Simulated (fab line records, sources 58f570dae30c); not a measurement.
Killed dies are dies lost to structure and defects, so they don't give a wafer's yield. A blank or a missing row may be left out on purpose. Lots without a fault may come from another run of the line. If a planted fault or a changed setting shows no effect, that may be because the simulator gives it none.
One fault through the eyes of 2 desks -- flow berkeley_cmos170 -- every desk sees just its own numbers, and what lay behind them comes last

AT THE TOOL OWNER'S DESK: rtp_anneal-01
At UCB170_SILICIDE_RTA_04 (time 15 s), the tool's own readings, given per lot that ran on this tool as the mean of the sampled wafers with a number. Marked OUT: a lot whose mean sits more than 4 standard deviations from the usual mean, which makes it out of limits; the brackets give that distance.
Columns: A = lamp_power_pct at UCB170_SILICIDE_RTA_04, usual 9.45 %; B = wafer_temp_C_max at UCB170_SILICIDE_RTA_04, usual 653.0
lot,first seen here,A,B
L548,day 9 09:42,9.34,652.9
L550,day 9 21:38,9.33,654.1
L564,day 12 07:52,9.32,653.0
L566,day 12 17:52,9.32,653.8
This desk's finding: nothing out of limits on any of the 4 lots.

THE METROLOGY DESK
Means of the sampled wafers that have a number, per lot and without regard to the tool the lot ran on: this is what the gauges read. Marked OUT: a lot whose mean sits more than 4 standard deviations from the usual mean, which makes it out of limits; the brackets give that distance. It has 12 readings; the 7 that lie furthest out on some lot are the ones shown.
Columns: A = NSD_RS at UCB170_SDANNEAL_RS_MEAS_03, usual 37.29 ohm/sq; B = PLDD_RS at UCB170_SDANNEAL_RS_MEAS_04, usual 1031.9 ohm/sq; C = NLDD_RS at UCB170_SDANNEAL_RS_MEAS_05, usual 616.3 ohm/sq; D = CONTACT_PSG_THK at UCB170_CONTACT_THK_MEAS_02, usual 700 nm; E = cd_nm at UCB170_CONTACT_CD_MEAS_15, usual 700.4 nm; F = cd_nm at UCB170_CONTACT_CD_MEAS_90, usual 700.2 nm; G = M1_AL_THK at UCB170_M1_THK_MEAS_02, usual 581 nm
lot,first seen here,A,B,C,D,E,F,G
L548,day 9 08:57,37.24,1027.7,614.9,704,702.6,701.7,586
L549,day 9 20:27,37.39,1033.2,614.2,705,697.9,696.9,590
L550,day 9 20:53,37.17,1030.1,613.8,696,701.0,701.4,577
L561,day 11 09:38,37.36,1031.1,617.0,692,699.3,699.1,577
L564,day 12 07:07,37.40,1033.8,617.2,708,700.1,701.2,575
L566,day 12 17:07,37.27,1030.5,615.7,695,700.9,700.8,584
This desk's finding: nothing out of limits on any of the 6 lots.

ALL TOGETHER
The tool owner's desk saw nothing out of limits.
The metrology desk saw nothing out of limits.

WHAT WAS PUT IN BY THE SIMULATOR
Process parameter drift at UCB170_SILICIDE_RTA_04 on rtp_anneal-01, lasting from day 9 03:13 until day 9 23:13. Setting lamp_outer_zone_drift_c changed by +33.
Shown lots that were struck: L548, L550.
